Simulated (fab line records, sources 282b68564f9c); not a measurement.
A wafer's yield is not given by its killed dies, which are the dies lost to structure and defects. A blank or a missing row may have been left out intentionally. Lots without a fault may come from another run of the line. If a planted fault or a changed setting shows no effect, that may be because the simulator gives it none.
Code-filled problem report in 8D (eight disciplines) form || flow ritCmos || the parts of the form that need people (team, actions taken, sign-off) are left out

== 1. THE PROBLEM ==
Mean of cdNm at RIT_M1_CD_MEAS_09: 2609.5 nm across 6 wafers in 2 lots; on wafers with no fault it is 2599.4 nm (standard deviation 1.7). That is +6.0 standard deviations from the usual mean.
The step: target cd 2600 nm.
Earliest sighting: wafer L401.1 on cdSem-01 at day 7 00:17. The record holds 42 wafers of 14 lots with a number at this step. The rule behind "out" and "out of limits": a value lying over 4 standard deviations away from the usual mean. The other wafers with a number count as sound.

== 2. WHAT IT IS; WHAT IT IS NOT ==
{"question": "which readings at this step", "is": "cdNm", "is not": "-"}
{"question": "which lots", "is": "L401, L402", "is not": "L385, L387, L388, L389, L390, L391, L392, L393, L403, L404, L406, L407"}
{"question": "which wafers of those lots", "is": "all that have a number", "is not": "-"}
{"question": "read on which gauges", "is": "cdSem-01, cdSem-02", "is not": "-"}
{"question": "when", "is": "from day 7 00:17", "is not": "up to then (24 sound wafers); but 12 sound wafers of L403, L404, L406, L407 came after"}

== 3. WHAT RULES OUT EACH SUSPECT ==
Counting: a tool at any process step up to the reading remains a suspect when it ran all the lots that are out and ran no sound lot after the first of those.
- the gauge at RIT_M1_CD_MEAS_09 has been ruled out. 2 gauges (cdSem-01, cdSem-02) read the wafers that are out.
- lithoTrack-02 at RIT_M1_DEVELOP_08 (develop time 68 s): kept. It processed each lot that is out, first L401 at day 7 00:00, and no sound lot thereafter; up to then, the last sound lot it processed was L392 at day 5 02:00.
Left after counting: lithoTrack-02 at RIT_M1_DEVELOP_08.

== 4. THE CAUSE (what the simulator had put in) ==
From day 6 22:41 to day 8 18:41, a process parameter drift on lithoTrack-02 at RIT_M1_DEVELOP_08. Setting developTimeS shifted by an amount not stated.
Counting left only this tool.

== 5. THE CHAIN OF EFFECTS, in route order ==
One row per reading whose mean, taken over the struck wafers that have a number, lies over 3 standard deviations from the usual. Scope: only readings with a usual standard deviation given in the record; hours: median across lots of the time from each lot's start at the first step in this table that gives one to its start at this step; sigmas: change in usual standard deviations.
{"hours": 0, "step": "RIT_M1_CD_MEAS_09", "reading": "cdNm", "usual": "2599.4 nm", "on struck wafers": 2609.5, "change": "+10.1", "sigmas": "+6.0"}

== 6. WHAT WOULD HAVE CAUGHT IT SOONER ==
Counted from the fault's start at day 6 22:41, it took 2 hours until the first out-of-limits reading at a measuring or inspecting step in this record, taken at day 7 00:17.
Lots out: 2; of these, L402 started RIT_M1_DEVELOP_08 on lithoTrack-02 after day 7 00:17. Had the tool been put on hold then, it would have been spared.
